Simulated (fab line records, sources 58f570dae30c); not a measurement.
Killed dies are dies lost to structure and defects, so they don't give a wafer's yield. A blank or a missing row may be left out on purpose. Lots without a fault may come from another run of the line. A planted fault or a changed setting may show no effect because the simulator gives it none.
Which tool did it? | flow berkeley_cmos170 | 13 lots, 39 wafers sampled, at 3 steps of a route of 331

WHAT THE GAUGES READ, wafer by wafer
UCB170_NSD_OVL_MEAS_07.
lot  | measured     | on         | NSD_OVL (nm)
L972 | day 6 06:55  | overlay-02 | -3 5 4
L973 | day 6 17:40  | overlay-01 | -15 -4 -12
L975 | day 7 04:26  | overlay-01 | -5 -5 -8
L976 | day 7 06:43  | overlay-01 | 2 -9 -4
L977 | day 7 21:00  | overlay-01 | 4 -6 9
L979 | day 7 21:35  | overlay-01 | 0 4 7
L980 | day 7 21:47  | overlay-02 | 6 -5 5
L981 | day 8 09:46  | overlay-02 | 2 -3 -1
L983 | day 9 04:28  | overlay-01 | 0 -8 -7
L985 | day 9 10:15  | overlay-02 | -1 -5 -8
L986 | day 9 19:16  | overlay-02 | 1 -4 -13
L989 | day 10 20:36 | overlay-02 | -3 1 -4
L993 | day 10 21:52 | overlay-01 | -3 1 0

UCB170_SILICIDE_THK_MEAS_03: measures by xrf.
lot  | measured     | on            | SILICIDE_TI_THK (nm)
L972 | day 6 09:20  | film_metro-01 | 30.4 30.4 30.6
L973 | day 6 19:57  | film_metro-01 | 30.2 30.4 30.5
L975 | day 7 08:10  | film_metro-04 | 29.8 29.9 30.0
L976 | day 7 09:05  | film_metro-04 | 29.8 30.0 29.9
L977 | day 7 23:16  | film_metro-04 | 30.0 29.6 30.3
L979 | day 7 23:41  | film_metro-01 | 30.2 30.2 30.1
L980 | day 7 23:52  | film_metro-04 | 30.2 30.7 30.4
L981 | day 8 11:50  | film_metro-01 | 30.1 30.3 30.0
L983 | day 9 06:39  | film_metro-01 | 30.5 30.4 30.8
L985 | day 9 12:32  | film_metro-01 | 30.4 30.8 30.6
L986 | day 9 21:43  | film_metro-02 | 29.8 29.7 30.0
L989 | day 10 22:40 | film_metro-01 | 30.1 29.9 30.2
L993 | day 11 00:11 | film_metro-02 | 30.2 30.1 29.9

UCB170_CONTACT_OVL_MEAS_16.
lot  | measured     | on         | CONTACT_OVL (nm)
L972 | day 6 13:55  | overlay-02 | -10 -2 -2
L973 | day 7 00:59  | overlay-02 | -9 -5 -5
L975 | day 7 14:35  | overlay-02 | 3 3 2
L976 | day 7 16:14  | overlay-02 | 3 4 5
L977 | day 8 03:12  | overlay-01 | 0 0 6
L979 | day 8 03:46  | overlay-02 | -3 -5 -2
L980 | day 8 05:20  | overlay-02 | 5 -10 -7
L981 | day 8 16:01  | overlay-01 | 0 -1 1
L983 | day 9 10:49  | overlay-02 | -9 2 -4
L985 | day 9 18:04  | overlay-01 | -3 -2 0
L986 | day 10 01:39 | overlay-02 | -1 -4 -7
L989 | day 11 03:08 | overlay-02 | -1 -3 -7
L993 | day 11 06:56 | overlay-01 | -6 -8 -5

WHICH TOOL RAN EACH LOT (tool, then ch and the chambers of the sampled wafers, then the start)
The record holds no process step before these readings.

WHAT THE TOOLS THEMSELVES READ (means of the sampled wafers that have a number; where no wafer has one, the mark that the record gives instead)
The record holds no such reading with a usual standard deviation.

THE ANSWER, worked out from the rows above alone
Rule: what is usual is taken from the lots themselves. Put in order of their means at a reading, lots are off if they are a third of the lots or fewer, leave a main group of 4 or more, and stand apart from it by a gap of 3 or more times the standard deviation of the main group's means; of several such gaps the widest counts. A main group whose means are all the same, to the digits that the tables above print for the reading, isn't used. A lot without any number at a reading at which 4 lots or more have one is off too. The other lots that the step has rows for count as sound. The gauges are gone through in route order, then the tools' own readings, and for those a lot's mean is taken as printed above. The first step at which some lot is off is used, and at that step the reading that is off furthest; a lot without a number counts as furthest.
No lot is off at any reading shown: from this, nothing can be told.

WHAT THE SIMULATOR HAD PUT IN
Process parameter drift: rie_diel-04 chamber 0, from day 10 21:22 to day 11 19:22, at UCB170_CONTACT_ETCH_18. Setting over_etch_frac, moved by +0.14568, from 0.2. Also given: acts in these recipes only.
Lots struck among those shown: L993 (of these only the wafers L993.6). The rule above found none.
